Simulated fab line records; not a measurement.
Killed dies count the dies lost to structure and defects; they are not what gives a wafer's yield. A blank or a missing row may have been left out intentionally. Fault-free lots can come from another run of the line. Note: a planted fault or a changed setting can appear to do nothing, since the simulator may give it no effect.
Which of the tools did it? | flow berkeley_cmos170 | 15 lots, 45 wafers sampled, at 2 steps of a route of 331

== WHAT THE GAUGES SHOWED, per wafer ==
UCB170_M1_CD_MEAS_90: target cd 700 nm. Usual: 698.9 nm for cd_nm, sd 2.2.
lot  | measured     | on        | cd_nm (nm)        | flag
L245 | day 8 16:09  | cd_sem-02 | 697.8 700.4 696.4 |
L243 | day 8 18:12  | cd_sem-02 | 698.2 696.3 698.3 |
L244 | day 8 18:25  | cd_sem-02 | 701.0 698.1 699.0 |
L247 | day 8 21:43  | cd_sem-02 | 700.0 700.7 701.5 |
L254 | day 10 08:35 | cd_sem-01 | 698.3 699.0 698.9 |
L252 | day 10 08:50 | cd_sem-01 | - - -             | OFF
L259 | day 11 06:04 | cd_sem-02 | - - -             | OFF
L258 | day 11 06:20 | cd_sem-01 | - - -             | OFF
L261 | day 12 07:36 | cd_sem-02 | 699.6 698.7 701.1 |
L263 | day 12 10:01 | cd_sem-01 | 695.5 697.1 700.1 |
L265 | day 12 10:08 | cd_sem-01 | 701.6 703.8 703.1 |
L260 | day 12 10:25 | cd_sem-02 | 701.8 701.4 697.7 |
L264 | day 12 14:27 | cd_sem-01 | 698.4 698.3 696.1 |
L266 | day 12 15:34 | cd_sem-02 | 701.4 703.9 704.7 |
L262 | day 12 16:23 | cd_sem-01 | 697.9 694.1 699.1 |

== WHAT TOOL EACH LOT RAN ON (gives the tool, then ch and the chambers of the sampled wafers, and finally the start) ==
lot  | UCB170_M1_METAL_ETCH_12
L245 | rie_metal-03 ch 0,1, day 8 15:52
L243 | rie_metal-02 ch 0,1, day 8 17:40
L244 | rie_metal-04 ch 0,1, day 8 18:01
L247 | rie_metal-02 ch 0,1, day 8 21:28
L254 | rie_metal-03 ch 0,1, day 10 08:08
L252 | rie_metal-04 ch 0,1, day 10 08:19
L259 | rie_metal-02 ch 0,1, day 11 05:49
L258 | rie_metal-03 ch 0, day 11 06:07
L261 | rie_metal-02 ch 0,1, day 12 07:20
L263 | rie_metal-03 ch 0,1, day 12 09:47
L265 | rie_metal-04 ch 0,1, day 12 09:55
L260 | rie_metal-02 ch 0,1, day 12 10:11
L264 | rie_metal-03 ch 1, day 12 14:05
L266 | rie_metal-04 ch 0, day 12 15:19
L262 | rie_metal-02 ch 0,1, day 12 16:10
- UCB170_M1_METAL_ETCH_12: etches Al in Cl2/BCl3, stops on PSG, target depth 780 nm, time 130 s.

== WHAT THE TOOLS THEMSELVES READ (means of the sampled wafers that have a number; where no wafer has one, the mark that the record gives instead) ==
UCB170_M1_METAL_ETCH_12. Usual: bcl3_flow_sccm 45.00 sccm, standard deviation 0.13; bias_w 120.0 W, standard deviation 0.39; drypump_motor_current_A 6.0 A, standard deviation 0.56; oes_product_au 0.862 a.u., standard deviation 0.022; throttle_valve_pct 24.55 %, standard deviation 0.24.
lot  | tool         | bcl3_flow_sccm (sccm) | bias_w (W) | drypump_motor_current_A (A) | oes_product_au (a.u.) | throttle_valve_pct (%) | flag
L245 | rie_metal-03 | 44.95                 | 120.3      | 6.1                         | 0.842                 | 24.64                  |
L243 | rie_metal-02 | 45.06                 | 120.2      | 5.8                         | 0.862                 | 24.56                  |
L244 | rie_metal-04 | 45.10                 | 120.1      | 6.0                         | 0.862                 | 24.53                  |
L247 | rie_metal-02 | 45.06                 | 120.1      | 5.3                         | 0.851                 | 24.57                  |
L254 | rie_metal-03 | 44.93                 | 120.1      | 6.1                         | 0.848                 | 24.64                  |
L252 | rie_metal-04 | -                     | -          | -                           | -                     | -                      | OFF
L259 | rie_metal-02 | -                     | -          | -                           | -                     | -                      | OFF
L258 | rie_metal-03 | -                     | -          | -                           | -                     | -                      | OFF
L261 | rie_metal-02 | 44.85                 | 120.1      | 5.8                         | 0.862                 | 24.55                  |
L263 | rie_metal-03 | 45.00                 | 120.2      | 6.2                         | 0.868                 | 24.40                  |
L265 | rie_metal-04 | 45.02                 | 120.0      | 6.0                         | 0.871                 | 24.53                  |
L260 | rie_metal-02 | 45.21                 | 120.3      | 5.8                         | 0.864                 | 24.55                  |
L264 | rie_metal-03 | 45.05                 | 119.7      | 6.3                         | 0.881                 | 24.16                  |
L266 | rie_metal-04 | 44.77                 | 119.6      | 5.7                         | 0.862                 | 24.37                  |
L262 | rie_metal-02 | 44.95                 | 120.2      | 5.7                         | 0.862                 | 24.55                  |

== THE ANSWER, worked out from the rows above alone ==
Rule: take the mean of a lot's wafers that have a number; if it is more than 3 standard deviations from the usual mean, the lot is off. Also off: a lot with no number at a reading for which 4 or more lots have one. The other lots that the step has rows for count as sound. Order of review: gauges by route order, followed by the tools' own readings, for which a lot's mean as printed above is used. The first step at which some lot is off is used, and at that step the reading that is off furthest; a lot without a number counts as furthest.
Off at UCB170_M1_CD_MEAS_90 (cd_nm): L252, L259, L258. Without a number there: L252, L259, L258.
If a tool, at a process step before that reading, ran all the lots that are off and no sound lot after the first of them, it fits. The gauges at UCB170_M1_CD_MEAS_90 aren't tried: what is off there is off at UCB170_M1_METAL_ETCH_12 too, on other tools, and a gauge's error can't cause that. No candidate that was tried fits.

== WHAT THE SIMULATOR HAD PUT IN ==
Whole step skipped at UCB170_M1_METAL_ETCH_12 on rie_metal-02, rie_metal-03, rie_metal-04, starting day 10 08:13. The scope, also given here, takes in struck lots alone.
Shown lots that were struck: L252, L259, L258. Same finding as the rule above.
